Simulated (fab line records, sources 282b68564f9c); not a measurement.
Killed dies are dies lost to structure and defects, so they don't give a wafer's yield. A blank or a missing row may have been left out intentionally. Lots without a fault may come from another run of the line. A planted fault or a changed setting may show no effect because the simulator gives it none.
fab line records -- flow rit-cmos
record: lots: 13, wafers: 39, last-day: 8
route steps=202 shown GATE@79 NLDD@113 NSD@137 M1@202
lots with no fault: from the same line, run without faults
start-h: hours from the record's opening day to when the first of the lot's shown wafers began -- wait-h: hours from the lot's prior step to this one -- " unchanged from the row above -- L1.1+2: one row covering several wafers at once -- - no value, or no start was given -- * or withheld: withheld -- < > ~ a bound
route shown NAME@n: NAME is a module with steps in the file, n the number in the route of the first one -- usual: mean/standard deviation of fault-free wafers -- same: alike in all rows -- chamber/n: place in a boat -- sites: per-site readings -- _std_site: the values' standard deviation -- _edge_site: mean of outer sites minus mean of inner sites -- radius-mm: how far each site lies from the wafer's centre -- mask NAME#n: copy n -- behind: tool/chamber where the wafer was last shaped -- hold: reason for holding the lot/hours on hold/outcome of the hold -- device: which transistor (n, p or np) failed to switch -- end of line: tests of these same wafers at the route's end -- for a step that has no rows: nothing shown but its recipe -- killed: dies that structure and defects cost at the first sort, which is not the same as the wafer's yield -- map: a wafer's dies, x killed, . not, _ none there
set.NAME: setting as actually run; set.NAME@STEP: the setting as run at that earlier step -- model.NAME: the simulator's own value behind a step, which no gauge read
the route's steps for a sample of lots (tables are steps, rows are wafers)
services: a tool's chamber out of use, with start hour (start-h, from the record's first day; less than 0 if before it), hours out, and reason
== steps ==
step: RIT_GATE_CLEAN_04
recipe: chemistry: dHF, dilution: 50:1, time-s: 60, dry: n2-spin
lot.wafer,tool,chamber,start-h,wait-h
L194.2+5+6,wet-bench-02,1,35.13,0.0
L195.1+4+6,wet-bench-03,0,42.50,0.0
L196.2+5+6,wet-bench-03,1,43.77,0.0
L197.2+3+6,wet-bench-04,2,53.18,0.0
L198.1+2+6,wet-bench-04,0,57.84,0.0
L199.2+4+6,wet-bench-04,0,63.56,0.0
L200.1+4+6,wet-bench-03,3,63.76,0.0
L201.1+4+6,wet-bench-03,0,69.44,0.0
L202.1+2+3,wet-bench-04,1,75.06,0.0
L212.1+3+5,wet-bench-04,2,122.49,0.0
L215.2+4+6,wet-bench-02,0,139.08,0.0
L216.2+3+5,wet-bench-03,2,145.14,0.0
L217.1+3+6,wet-bench-02,1,149.52,0.0
step: RIT_NLDD_TW_MEAS_10
usual: NLDD_TW: 2497/29
lot.wafer,tool,chamber,start-h,wait-h,NLDD_TW
L194.2,film-metro-01,-,51.22,0.1,2525
L194.5,film-metro-01,-,51.22,0.1,2539
L194.6,film-metro-01,-,51.22,0.1,2520
L196.2,film-metro-03,-,53.90,0.1,2466
L196.5,film-metro-03,-,53.90,0.1,2474
L196.6,film-metro-03,-,53.90,0.1,2466
L195.1,film-metro-02,-,54.11,0.1,2508
L195.4,film-metro-02,-,54.11,0.1,2497
L195.6,film-metro-02,-,54.11,0.1,2510
L197.2,film-metro-03,-,63.62,0.1,2478
L197.3,film-metro-03,-,63.62,0.1,2472
L197.6,film-metro-03,-,63.62,0.1,2476
L198.1,film-metro-01,-,69.08,0.1,2546
L198.2,film-metro-01,-,69.08,0.1,2544
L198.6,film-metro-01,-,69.08,0.1,2542
L199.2,film-metro-03,-,73.15,0.1,2438
L199.4,film-metro-03,-,73.15,0.1,2461
L199.6,film-metro-03,-,73.15,0.1,2454
L200.1,film-metro-03,-,77.41,0.1,2465
L200.4,film-metro-03,-,77.41,0.1,2458
L200.6,film-metro-03,-,77.41,0.1,2453
L201.1,film-metro-02,-,81.84,0.1,2515
L201.4,film-metro-02,-,81.84,0.1,2512
L201.6,film-metro-02,-,81.84,0.1,2506
L202.1,film-metro-03,-,87.28,0.1,2448
L202.2,film-metro-03,-,87.28,0.1,2463
L202.3,film-metro-03,-,87.28,0.1,2461
L212.1,film-metro-03,-,134.91,0.1,2470
L212.3,film-metro-03,-,134.91,0.1,2481
L212.5,film-metro-03,-,134.91,0.1,2482
L215.2,film-metro-02,-,151.09,0.1,2505
L215.4,film-metro-02,-,151.09,0.1,2509
L215.6,film-metro-02,-,151.09,0.1,2500
L216.2,film-metro-02,-,156.73,0.1,2509
L216.3,film-metro-02,-,156.73,0.1,2520
L216.5,film-metro-02,-,156.73,0.1,2511
L217.1,film-metro-02,-,162.39,0.1,2517
L217.3,film-metro-02,-,162.39,0.1,2506
L217.6,film-metro-02,-,162.39,0.1,2503
step: RIT_NSD_OVL_MEAS_06
usual: NSD_OVL: -0.6/1.4
lot.wafer,tool,chamber,start-h,wait-h,NSD_OVL[nm]
L194.2,overlay-02,-,57.45,-,0.1
L194.5,overlay-02,-,57.45,-,-0.8
L194.6,overlay-02,-,57.45,-,0.0
L196.2,overlay-02,-,59.36,-,-1.1
L196.5,overlay-02,-,59.36,-,2.4
L196.6,overlay-02,-,59.36,-,-0.8
L195.1,overlay-01,-,59.60,-,1.4
L195.4,overlay-01,-,59.60,-,0.0
L195.6,overlay-01,-,59.60,-,0.5
L197.2,overlay-01,-,68.78,-,-4.5
L197.3,overlay-01,-,68.78,-,-1.6
L197.6,overlay-01,-,68.78,-,-0.4
L198.1,overlay-02,-,74.27,-,-1.2
L198.2,overlay-02,-,74.27,-,0.0
L198.6,overlay-02,-,74.27,-,-2.9
L199.2,overlay-01,-,78.69,-,-1.0
L199.4,overlay-01,-,78.69,-,-1.4
L199.6,overlay-01,-,78.69,-,-0.7
L200.1,overlay-01,-,82.55,-,-1.8
L200.4,overlay-01,-,82.55,-,-3.7
L200.6,overlay-01,-,82.55,-,-3.2
L201.1,overlay-01,-,87.91,-,-0.3
L201.4,overlay-01,-,87.91,-,-1.4
L201.6,overlay-01,-,87.91,-,-1.3
L202.1,overlay-02,-,93.58,-,-0.4
L202.2,overlay-02,-,93.58,-,-0.4
L202.3,overlay-02,-,93.58,-,1.0
L212.1,overlay-01,-,140.82,-,-0.7
L212.3,overlay-01,-,140.82,-,0.3
L212.5,overlay-01,-,140.82,-,2.3
L215.2,overlay-01,-,157.07,-,-2.0
L215.4,overlay-01,-,157.07,-,-1.2
L215.6,overlay-01,-,157.07,-,-0.5
L216.2,overlay-01,-,163.15,-,-2.5
L216.3,overlay-01,-,163.15,-,-3.9
L216.5,overlay-01,-,163.15,-,-1.9
L217.1,overlay-02,-,169.81,-,0.7
L217.3,overlay-02,-,169.81,-,0.7
L217.6,overlay-02,-,169.81,-,-0.1
step: RIT_NSD_STRIP_09
recipe: chemistry: O2, time-s: 180, resist: NOVOLAK, platen-temp-c: withheld, power-w: 500, pressure-mtorr: 4000, o2-flow-sccm: 4000
usual: drypump-motor-current-A: 5.6/0.43
lot.wafer,tool,chamber,start-h,wait-h,drypump-motor-current-A,rf-hours-counter-h
L194.2,plasma-asher-04,1,57.78,0.1,5.7,42
L194.5,plasma-asher-04,0,57.78,0.1,6.3,-
L194.6,plasma-asher-04,1,57.78,0.1,5.7,-
L196.2,plasma-asher-04,1,59.69,0.1,5.6,42
L196.5,plasma-asher-04,0,59.69,0.1,6.3,-
L196.6,plasma-asher-04,1,59.69,0.1,5.6,-
L195.1,plasma-asher-03,0,59.94,0.1,4.8,41
L195.4,plasma-asher-03,0,59.94,0.1,4.8,-
L195.6,plasma-asher-03,1,59.94,0.1,5.3,-
L197.2,plasma-asher-03,1,69.11,0.1,5.3,42
L197.3,plasma-asher-03,1,69.11,0.1,5.4,-
L197.6,plasma-asher-03,1,69.11,0.1,5.4,-
L198.1,plasma-asher-01,1,74.61,0.1,5.4,28
L198.2,plasma-asher-01,0,74.61,0.1,5.8,28
L198.6,plasma-asher-01,0,74.61,0.1,5.7,-
L199.2,plasma-asher-04,1,79.02,0.1,5.7,44
L199.4,plasma-asher-04,0,79.02,0.1,6.3,-
L199.6,plasma-asher-04,1,79.02,0.1,5.6,-
L200.1,plasma-asher-04,1,82.89,0.1,5.7,45
L200.4,plasma-asher-04,1,82.89,0.1,5.7,-
L200.6,plasma-asher-04,0,82.89,0.1,6.3,-
L201.1,plasma-asher-01,1,88.25,0.1,5.4,30
L201.4,plasma-asher-01,0,88.25,0.1,5.7,-
L201.6,plasma-asher-01,1,88.25,0.1,5.4,-
L202.1,plasma-asher-03,0,93.91,0.1,4.9,44
L202.2,plasma-asher-03,1,93.91,0.1,5.3,44
L202.3,plasma-asher-03,1,93.91,0.1,5.3,-
L212.1,plasma-asher-01,0,141.16,0.1,5.7,36
L212.3,plasma-asher-01,0,141.16,0.1,5.8,-
L212.5,plasma-asher-01,0,141.16,0.1,5.7,-
L215.2,plasma-asher-03,0,157.40,0.1,4.9,51
L215.4,plasma-asher-03,0,157.40,0.1,4.9,-
L215.6,plasma-asher-03,1,157.40,0.1,5.4,-
L216.2,plasma-asher-04,0,163.48,0.1,6.3,52
L216.3,plasma-asher-04,0,163.48,0.1,6.3,-
L216.5,plasma-asher-04,0,163.48,0.1,6.3,-
L217.1,plasma-asher-01,1,170.15,0.1,5.4,39
L217.3,plasma-asher-01,1,170.15,0.1,5.4,-
L217.6,plasma-asher-01,1,170.15,0.1,5.4,-
step: RIT_M1_PROBE_99
usual: killed-at-contacts: 0.1/0.31, killed-at-front-end: 6.3/2.7, killed-dies: 6.4/2.7, killed-open: 3.3/2, killed-short: 3/1.8
same: gross-dies: 264, killed_at_M0_to_M3: 0, killed_at_M4_up: 0, killed-at-back-side: 0, killed-at-other: 0
lot.wafer,tool,chamber,start-h,wait-h,killed-at-contacts,killed-at-front-end,killed-dies,killed-open,killed-short
L194.2,prober-01,-,67.85,0.1,0,4,4,1,3
L194.5,prober-01,-,68.00,0.2,0,6,6,2,4
L194.6,prober-01,-,68.05,0.2,0,6,6,3,3
L196.2,prober-02,-,69.38,0.1,0,8,8,3,5
L196.5,prober-02,-,69.53,0.2,0,8,8,4,4
L196.6,prober-02,-,69.58,0.2,0,7,7,3,4
L195.1,prober-01,-,70.83,0.1,0,2,2,2,0
L195.4,prober-01,-,70.98,0.2,0,5,5,1,4
L195.6,prober-01,-,71.08,0.2,0,6,6,2,4
L197.2,prober-02,-,78.96,0.1,0,6,6,3,3
L197.3,prober-02,-,79.01,0.2,0,8,8,4,4
L197.6,prober-02,-,79.16,0.2,0,5,5,3,2
L198.1,prober-01,-,84.12,0.1,0,4,4,3,1
L198.2,prober-01,-,84.17,0.1,0,4,4,3,1
L198.6,prober-01,-,84.37,0.2,0,5,5,2,3
L199.2,prober-02,-,89.48,0.1,0,2,2,1,1
L199.4,prober-02,-,89.58,0.2,0,3,3,0,3
L199.6,prober-02,-,89.68,0.2,0,4,4,3,1
L200.1,prober-01,-,92.48,0.1,0,8,8,4,4
L200.4,prober-01,-,92.63,0.2,0,4,4,3,1
L200.6,prober-01,-,92.73,0.2,0,3,3,0,3
L201.1,prober-02,-,97.99,0.1,0,9,9,4,5
L201.4,prober-02,-,98.14,0.2,0,8,8,6,2
L201.6,prober-02,-,98.24,0.2,0,11,11,7,4
L202.1,prober-01,-,103.87,0.1,0,4,4,2,2
L202.2,prober-01,-,103.92,0.1,0,8,8,6,2
L202.3,prober-01,-,103.97,0.2,0,6,6,5,1
L212.1,prober-02,-,150.63,0.1,0,32,32,3,1
L212.3,prober-02,-,150.73,0.2,1,36,37,3,6
L212.5,prober-02,-,150.83,0.2,0,32,32,1,2
L215.2,prober-01,-,167.22,0.1,1,8,9,2,7
L215.4,prober-01,-,167.32,0.2,0,7,7,4,3
L215.6,prober-01,-,167.42,0.2,0,5,5,2,3
L216.2,prober-02,-,173.11,0.1,0,7,7,2,5
L216.3,prober-02,-,173.16,0.2,0,8,8,4,4
L216.5,prober-02,-,173.26,0.2,0,6,6,3,3
L217.1,prober-01,-,179.76,0.1,0,1,1,1,0
L217.3,prober-01,-,179.86,0.2,1,5,6,2,4
L217.6,prober-01,-,180.01,0.2,0,7,7,5,2
killed by level:class
L194.2 FOX1:geometric-particle:short=1 GATE:geometric-particle:short=1 REOX:geometric-particle:open=1 SILICIDE:geometric-particle:short=1
L194.5 ACTIVE:geometric-particle:short=1 FOX1:geometric-particle:short=1 REOX:geometric-particle:open=1 SPACER:geometric-particle:short=1 SPACER:geometric-particle:open=1 SILICIDE:geometric-particle:short=1
L194.6 GATE:geometric-particle:open=2 SILICIDE:geometric-particle:short=2 FOX1:geometric-particle:open=1 FOX1:geometric-particle:short=1
L196.2 FOX2:geometric-particle:short=2 REOX:geometric-particle:short=2 ACTIVE:geometric-particle:open=1 GATE:geometric-particle:open=1 GATE:geometric-particle:short=1 SILICIDE:geometric-particle:open=1
L196.5 FOX1:geometric-particle:short=2 SPACER:geometric-particle:open=2 FOX2:geometric-particle:open=1 FOX2:geometric-particle:short=1 REOX:geometric-particle:open=1 SILICIDE:geometric-particle:short=1
L196.6 GATE:geometric-particle:short=2 SILICIDE:geometric-particle:open=2 REOX:geometric-particle:short=1 REOX:geometric-particle:open=1 SPACER:geometric-particle:short=1
L195.1 FOX1:geometric-particle:open=1 SPACER:geometric-particle:open=1
L195.4 GATE:geometric-particle:short=2 FOX1:geometric-particle:short=1 REOX:geometric-particle:open=1 SILICIDE:geometric-particle:short=1
L195.6 GATE:geometric-particle:short=2 FOX1:geometric-particle:short=1 REOX:geometric-particle:short=1 REOX:geometric-particle:open=1 SPACER:geometric-particle:open=1
L197.2 SPACER:geometric-particle:short=2 GATE:geometric-particle:open=1 REOX:geometric-particle:open=1 SPACER:geometric-particle:open=1 SILICIDE:geometric-particle:short=1
L197.3 FOX2:geometric-particle:short=2 GATE:geometric-particle:open=2 ACTIVE:geometric-particle:open=1 FOX1:geometric-particle:short=1 GATE:geometric-particle:short=1 REOX:geometric-particle:open=1
L197.6 GATE:geometric-particle:short=2 FOX1:geometric-particle:open=1 GATE:geometric-particle:open=1 SILICIDE:geometric-particle:open=1
L198.1 FOX1:geometric-particle:open=1 GATE:geometric-particle:short=1 REOX:geometric-particle:open=1 SILICIDE:geometric-particle:open=1
L198.2 GATE:geometric-particle:open=2 FOX1:geometric-particle:open=1 REOX:geometric-particle:short=1
L198.6 GATE:geometric-particle:short=2 GATE:geometric-particle:open=1 SPACER:geometric-particle:short=1 SPACER:geometric-particle:open=1
L199.2 GATE:geometric-particle:short=1 REOX:geometric-particle:open=1
L199.4 GATE:geometric-particle:short=1 REOX:geometric-particle:short=1 SPACER:geometric-particle:short=1
L199.6 FOX2:geometric-particle:open=1 GATE:geometric-particle:open=1 SPACER:geometric-particle:short=1 SPACER:geometric-particle:open=1
L200.1 FOX1:geometric-particle:open=2 GATE:geometric-particle:short=2 FOX1:geometric-particle:short=1 FOX2:geometric-particle:open=1 GATE:geometric-particle:open=1 REOX:geometric-particle:short=1
L200.4 FOX1:geometric-particle:open=1 REOX:geometric-particle:short=1 REOX:geometric-particle:open=1 SPACER:geometric-particle:open=1
L200.6 FOX1:geometric-particle:short=1 GATE:geometric-particle:short=1 REOX:geometric-particle:short=1
L201.1 GATE:geometric-particle:short=2 GATE:geometric-particle:open=2 SILICIDE:geometric-particle:short=2 FOX1:geometric-particle:open=1 REOX:geometric-particle:open=1 SPACER:geometric-particle:short=1
L201.4 GATE:geometric-particle:open=2 GATE:geometric-particle:short=2 FOX1:geometric-particle:open=1 REOX:geometric-particle:open=1 SPACER:geometric-particle:open=1 SILICIDE:geometric-particle:open=1
L201.6 GATE:geometric-particle:open=5 SPACER:geometric-particle:short=2 FOX2:geometric-particle:open=1 GATE:geometric-particle:short=1 REOX:geometric-particle:short=1 REOX:geometric-particle:open=1
L202.1 GATE:geometric-particle:open=1 GATE:geometric-particle:short=1 REOX:geometric-particle:open=1 SILICIDE:geometric-particle:short=1
L202.2 FOX1:geometric-particle:open=2 GATE:geometric-particle:open=2 FOX1:geometric-particle:short=1 FOX2:geometric-particle:open=1 REOX:geometric-particle:open=1 REOX:geometric-particle:short=1
L202.3 GATE:geometric-particle:open=3 FOX1:geometric-particle:open=1 SPACER:geometric-particle:short=1 SILICIDE:geometric-particle:open=1
L212.1 GATE:unspecified=27 REOX:geometric-particle:open=1 SPACER:geometric-particle:open=1 SILICIDE:geometric-particle:short=1 SILICIDE:geometric-particle:open=1 GATE:coat-microbubble-printed=1
L212.3 GATE:unspecified=28 SILICIDE:geometric-particle:short=3 REOX:geometric-particle:open=2 FOX1:geometric-particle:short=1 GATE:geometric-particle:short=1 GATE:geometric-particle:open=1 CONTACT:geometric-particle:short=1
L212.5 GATE:unspecified=29 FOX1:geometric-particle:short=1 GATE:geometric-particle:open=1 REOX:geometric-particle:short=1
L215.2 FOX1:geometric-particle:short=2 SILICIDE:geometric-particle:short=2 FOX2:geometric-particle:short=1 GATE:geometric-particle:open=1 GATE:geometric-particle:short=1 SILICIDE:geometric-particle:open=1 CONTACT:geometric-particle:short=1
L215.4 FOX1:geometric-particle:open=2 SILICIDE:geometric-particle:short=2 GATE:geometric-particle:short=1 REOX:geometric-particle:open=1 SPACER:geometric-particle:open=1
L215.6 FOX1:geometric-particle:open=1 GATE:geometric-particle:short=1 SPACER:geometric-particle:open=1 SPACER:geometric-particle:short=1 SILICIDE:geometric-particle:short=1
L216.2 GATE:geometric-particle:short=2 SPACER:geometric-particle:short=2 SPACER:geometric-particle:open=1 SILICIDE:geometric-particle:short=1 SILICIDE:geometric-particle:open=1
L216.3 GATE:geometric-particle:open=2 GATE:geometric-particle:short=2 FOX2:geometric-particle:open=1 SPACER:geometric-particle:short=1 SPACER:geometric-particle:open=1 SILICIDE:geometric-particle:short=1
L216.5 GATE:geometric-particle:open=2 FOX1:geometric-particle:open=1 FOX2:geometric-particle:short=1 GATE:geometric-particle:short=1 SPACER:geometric-particle:short=1
L217.1 GATE:geometric-particle:open=1
L217.3 GATE:geometric-particle:short=3 FOX1:geometric-particle:short=1 SPACER:geometric-particle:open=1 CONTACT:geometric-particle:open=1
L217.6 GATE:geometric-particle:open=3 GATE:geometric-particle:short=2 FOX1:geometric-particle:open=1 REOX:geometric-particle:open=1
== services ==
tool,chamber,start-h,hours,kind
plasma-asher-01,-,12.92,11.9,repair
plasma-asher-04,-,68.49,0.4,repair
plasma-asher-04,-,144.55,14.6,pm
plasma-asher-03,-,153.05,2.8,pm
== key ==
first-sign: step: RIT_M1_PROBE_99, reading: killed-dies, direction: up, sigmas: 10, usual: 6.4, struck: 33.7
effect: step: RIT_M1_PROBE_99, reading: killed-at-front-end, direction: up, sigmas: 10, usual: 6.3, struck: 33.3
met-at RIT_GATE_CLEAN_04
struck-lots L212
struck-wafers L212.1,L212.3,L212.5
tester-left-out L212
not-acting-at RIT_NLDD_TW_MEAS_10,RIT_NSD_OVL_MEAS_06,RIT_NSD_STRIP_09
onset-between 53.18 122.49
fault: kind: chamber-particle-source, tool: wet-bench-04, chamber: 2, onset-h: 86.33, steps: RIT_GATE_CLEAN_04, rate-per-visit-cm2: 0.65674, end-h: 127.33
tester-left-out: of these lots the tester's yield and bins aren't shown, on N5 and GAA mostly nor the transistor test; their killed dies are dies lost to structure and defects alone, not to doping, threshold or leakage, so they don't give the yield
